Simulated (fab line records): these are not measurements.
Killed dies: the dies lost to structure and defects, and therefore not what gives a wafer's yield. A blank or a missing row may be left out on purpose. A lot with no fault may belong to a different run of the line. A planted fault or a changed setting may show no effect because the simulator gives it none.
Which of the tools did it? -- flow ritCmos -- Sampling: 14 lots, 42 wafers, 5 of 202 route steps

WHAT EACH GAUGE READ, for each wafer
RIT_WELLDRIVE_RS_MEAS_02: the measuring method here is four-point-probe.
lot,measured,on,PWELL_RS (ohm/sq)
L836,day 2 05:41,filmMetro-01,430.0 429.9 430.6
L837,day 2 12:05,filmMetro-04,427.9 427.4 428.5
L838,day 2 15:33,filmMetro-04,429.8 431.7 431.8
L841,day 3 05:10,filmMetro-02,429.5 429.3 428.2
L842,day 3 10:38,filmMetro-02,429.3 429.6 429.5
L844,day 3 20:58,filmMetro-02,428.6 429.4 426.9
L845,day 4 01:52,filmMetro-02,428.3 428.8 429.4
L846,day 4 06:41,filmMetro-04,427.7 428.1 428.1
L847,day 4 10:51,filmMetro-02,430.3 429.4 430.1
L851,day 5 08:30,filmMetro-01,429.0 429.0 429.6
L852,day 5 12:29,filmMetro-02,429.7 429.7 430.5
L855,day 6 05:44,filmMetro-04,435.5 435.7 436.6 436.2 435.1 435.7
L857,day 6 16:30,filmMetro-02,436.0 437.0 436.9 435.8 437.6 436.1
L858,day 6 18:13,filmMetro-01,429.2 429.7 429.7

RIT_FOX2_THK_MEAS_91.
lot,measured,on,FIELD_OXIDE_LEFT_2_THK (nm)
L836,day 2 09:26,filmMetro-03,263 262 264
L837,day 2 15:44,filmMetro-01,246 249 252
L838,day 2 19:23,filmMetro-01,260 259 256
L841,day 3 09:02,filmMetro-01,249 251 245
L842,day 3 14:23,filmMetro-01,251 245 248
L844,day 4 00:53,filmMetro-03,252 249 245
L845,day 4 05:51,filmMetro-03,256 258 256
L846,day 4 10:46,filmMetro-03,253 259 258
L847,day 4 14:44,filmMetro-04,262 264 262
L851,day 5 12:17,filmMetro-03,263 260 264
L852,day 5 16:07,filmMetro-04,260 255 264
L855,day 6 15:20,filmMetro-03,260 251 254
L857,day 6 23:02,filmMetro-03,273 269 273
L858,day 6 21:53,filmMetro-01,263 261 253

RIT_PSD_OVL_MEAS_06.
lot,measured,on,PSD_OVL (nm)
L836,day 3 01:13,overlay-02,-0.3 0.7 1.2
L837,day 3 07:46,overlay-01,2.0 0.0 -0.1
L838,day 3 12:41,overlay-01,1.1 0.8 -0.8
L841,day 4 02:34,overlay-01,0.6 -1.4 -1.1
L842,day 4 06:11,overlay-01,0.2 2.2 -0.9
L844,day 4 17:50,overlay-02,-0.5 -1.3 0.3
L845,day 4 22:02,overlay-01,-0.3 0.4 -1.0
L846,day 5 02:14,overlay-01,0.3 -0.7 1.2
L847,day 5 07:34,overlay-01,2.3 1.7 -0.7
L851,day 6 08:14,overlay-02,-1.3 -1.8 -2.9
L852,day 6 08:35,overlay-02,-2.1 0.3 -0.4
L855,day 7 12:11,overlay-02,-0.1 -2.1 0.4
L857,day 7 17:28,overlay-02,-1.2 -1.1 -1.7
L858,day 7 14:16,overlay-01,1.3 -1.4 -1.6

RIT_M1_OVL_MEAS_10.
lot,measured,on,M1_OVL (nm)
L836,day 3 07:13,overlay-02,1.3 0.5 2.2
L837,day 3 13:41,overlay-02,-0.3 0.7 0.2
L838,day 3 19:00,overlay-02,1.7 0.5 1.6
L841,day 4 08:49,overlay-01,0.6 -0.1 -0.8
L842,day 4 12:23,overlay-02,-2.4 -0.9 -1.4
L844,day 4 23:35,overlay-01,-0.3 -0.2 -0.1
L845,day 5 03:52,overlay-02,1.9 1.7 3.2
L846,day 5 08:20,overlay-02,4.1 2.4 1.3
L847,day 5 13:31,overlay-02,0.5 -0.1 1.9
L851,day 6 14:13,overlay-02,1.0 1.2 -1.4
L852,day 6 14:29,overlay-02,-0.1 1.2 -0.8
L855,day 7 17:55,overlay-01,-1.3 -0.6 0.8
L857,day 7 23:44,overlay-02,1.0 -1.8 -0.8
L858,day 7 20:07,overlay-02,-1.8 -1.0 -1.5

EACH LOT AND THE TOOL THAT RAN IT (in order: tool; ch and the chambers of the sampled wafers; start)
lot,RIT_PWELL_IMPLANT_08
L836,"implanter-02 ch 0, day 1 23:10"
L837,"implanter-02 ch 0, day 2 06:31"
L838,"implanter-02 ch 0, day 2 09:36"
L841,"implanter-02 ch 0, day 2 23:16"
L842,"implanter-04 ch 0, day 3 05:03"
L844,"implanter-02 ch 0, day 3 15:23"
L845,"implanter-04 ch 0, day 3 20:13"
L846,"implanter-01 ch 0, day 4 00:41"
L847,"implanter-02 ch 0, day 4 05:16"
L851,"implanter-01 ch 0, day 5 02:55"
L852,"implanter-02 ch 0, day 5 06:16"
L855,"implanter-01 ch 0, day 6 00:10"
L857,"implanter-01 ch 0, day 6 10:55"
L858,"implanter-04 ch 0, day 6 12:38"
- RIT_PWELL_IMPLANT_08

AS READ BY THE TOOLS THEMSELVES (means over the sampled wafers that have a number; for cases with no such wafer, the mark the record gives instead)
RIT_PWELL_IMPLANT_08.
lot,tool,doseIonsCm2
L836,implanter-02,7e+13
L837,implanter-02,7e+13
L838,implanter-02,7e+13
L841,implanter-02,7e+13
L842,implanter-04,7e+13
L844,implanter-02,7e+13
L845,implanter-04,7e+13
L846,implanter-01,7e+13
L847,implanter-02,7e+13
L851,implanter-01,7e+13
L852,implanter-02,7e+13
L855,implanter-01,7e+13
L857,implanter-01,7e+13
L858,implanter-04,7e+13

THE ANSWER, worked out from the rows above alone
Rule: the usual values come from the lots themselves. Put in order of their means at a reading, lots are off if they are a third of the lots or fewer, leave a main group of 4 or more, and stand apart from it by a gap of 3 or more times the standard deviation of the main group's means; of several such gaps the widest counts. A main group is skipped when, at the precision printed for the reading in the tables above, its means are all equal. Also off: a lot with no number at a reading for which 4 or more lots have one. The other lots that the step has rows for count as sound. First the gauges in route order, then the tools' own readings, where a lot's mean is used as printed above. At the first step where some lot is off, the reading lying furthest off is the one used; lots without a number count as furthest.
Off: at RIT_WELLDRIVE_RS_MEAS_02 (PWELL_RS), L855, L857. The main group has a mean of 429.3 ohm/sq with a standard deviation of 0.91.
If a tool, at a process step before that reading, ran all the lots that are off and no sound lot after the first of them, it fits. Gauges at RIT_WELLDRIVE_RS_MEAS_02: tried the same way as those tools. One fits: implanter-01 at RIT_PWELL_IMPLANT_08. A fault onset in the window from L851 (day 5 02:55, its last sound lot) to L855 (day 6 00:10, its first lot off) fits.

WHAT WAS PUT IN BY THE SIMULATOR
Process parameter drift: implanter-01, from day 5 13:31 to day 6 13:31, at RIT_PWELL_IMPLANT_08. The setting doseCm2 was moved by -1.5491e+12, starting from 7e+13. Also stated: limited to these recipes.
Struck lots among those shown: L855, L857. Same finding as the rule above.
